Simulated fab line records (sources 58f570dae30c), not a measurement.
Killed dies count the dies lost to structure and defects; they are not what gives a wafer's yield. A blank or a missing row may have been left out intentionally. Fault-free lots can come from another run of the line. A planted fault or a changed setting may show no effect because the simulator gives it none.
One fault through the eyes of 2 desks || flow berkeleyCmos170 || numbers are kept per desk, each desk with only its own; the story behind them comes last

== AT THE TOOL OWNER'S DESK: implanter-03 ==
UCB170_PWELL_IMPLANT_15, tool's own readings: per-lot mean of the sampled wafers with a number, covering each lot this tool ran. Any lot whose mean is over 4 standard deviations away from the usual mean is out of limits and marked OUT; that distance is given in the brackets.
Columns: A = doseIonsCm2 at UCB170_PWELL_IMPLANT_15, usual 4.999e+12; B = faradayCurrentUA at UCB170_PWELL_IMPLANT_15, usual 15.9
{"lot": "L628", "first seen here": "day 3 09:11", "A": 4.997e+12, "B": 16.0}
{"lot": "L632", "first seen here": "day 4 05:23", "A": 4.999e+12, "B": 15.7}
{"lot": "L633", "first seen here": "day 4 12:37", "A": 4.996e+12, "B": 16.1}
{"lot": "L635", "first seen here": "day 5 02:19", "A": "3.343e+12 (-99 or more) OUT", "B": "10.7 (-16) OUT"}
{"lot": "L639", "first seen here": "day 5 11:51", "A": "3.347e+12 (-99 or more) OUT", "B": "10.8 (-16) OUT"}
Finding of this desk: L635, L639 out of limits; the first was L635 at day 5 02:19, on doseIonsCm2 at UCB170_PWELL_IMPLANT_15. In limits: L628, L632, L633.

== METROLOGY DESK ==
What the gauges read, lot by lot, whatever tool the lot ran on: means of the sampled wafers that have a number. Any lot whose mean is over 4 standard deviations away from the usual mean is out of limits and marked OUT; that distance is given in the brackets.
Columns: A = PWELL_TW at UCB170_PWELL_TW_MEAS_17, usual 378; B = cdNm at UCB170_M1_CD_MEAS_90, usual 700.5 nm
{"lot": "L627", "first seen here": "day 3 09:10", "A": 384, "B": 699.7}
{"lot": "L628", "first seen here": "day 3 09:26", "A": 369, "B": 703.3}
{"lot": "L630", "first seen here": "day 3 20:32", "A": 371, "B": 701.5}
{"lot": "L629", "first seen here": "day 3 20:44", "A": 383, "B": 702.3}
{"lot": "L632", "first seen here": "day 4 05:38", "A": 383, "B": 699.5}
{"lot": "L633", "first seen here": "day 4 12:52", "A": 384, "B": 702.5}
{"lot": "L635", "first seen here": "day 5 02:41", "A": "339 (-7.6) OUT", "B": 701.4}
{"lot": "L636", "first seen here": "day 5 02:43", "A": 382, "B": 701.8}
{"lot": "L634", "first seen here": "day 5 02:46", "A": 384, "B": 703.5}
{"lot": "L639", "first seen here": "day 5 12:03", "A": "339 (-7.5) OUT", "B": 702.3}
{"lot": "L643", "first seen here": "day 6 11:55", "A": 371, "B": 700.3}
{"lot": "L645", "first seen here": "day 6 18:14", "A": 375, "B": 700.2}
{"lot": "L648", "first seen here": "day 7 17:05", "A": 373, "B": 699.1}
{"lot": "L649", "first seen here": "day 7 23:08", "A": 374, "B": 699.2}
This desk reports L635, L639 out of limits; the earliest was L635 at day 5 02:41 (PWELL_TW at UCB170_PWELL_TW_MEAS_17). In limits: L627, L628, L630, L629, L632, L633, L636, L634, L643, L645, L648, L649.

== BROUGHT TOGETHER ==
The tool owner's desk could have raised an alarm at day 5 02:19, on L635, L639.
Metrology desk: alarm possible at day 5 02:41 on L635, L639.
The lots listed all ran UCB170_PWELL_IMPLANT_15 on implanter-03.

== WHAT THE SIMULATOR HAD INSERTED ==
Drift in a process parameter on implanter-03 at UCB170_PWELL_IMPLANT_15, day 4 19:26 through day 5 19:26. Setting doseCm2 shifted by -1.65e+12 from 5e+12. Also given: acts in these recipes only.
Shown lots that were struck: L635, L639.
Fault start to first reading out of limits, in hours, per desk: tool owner, 7; metrology, 7.
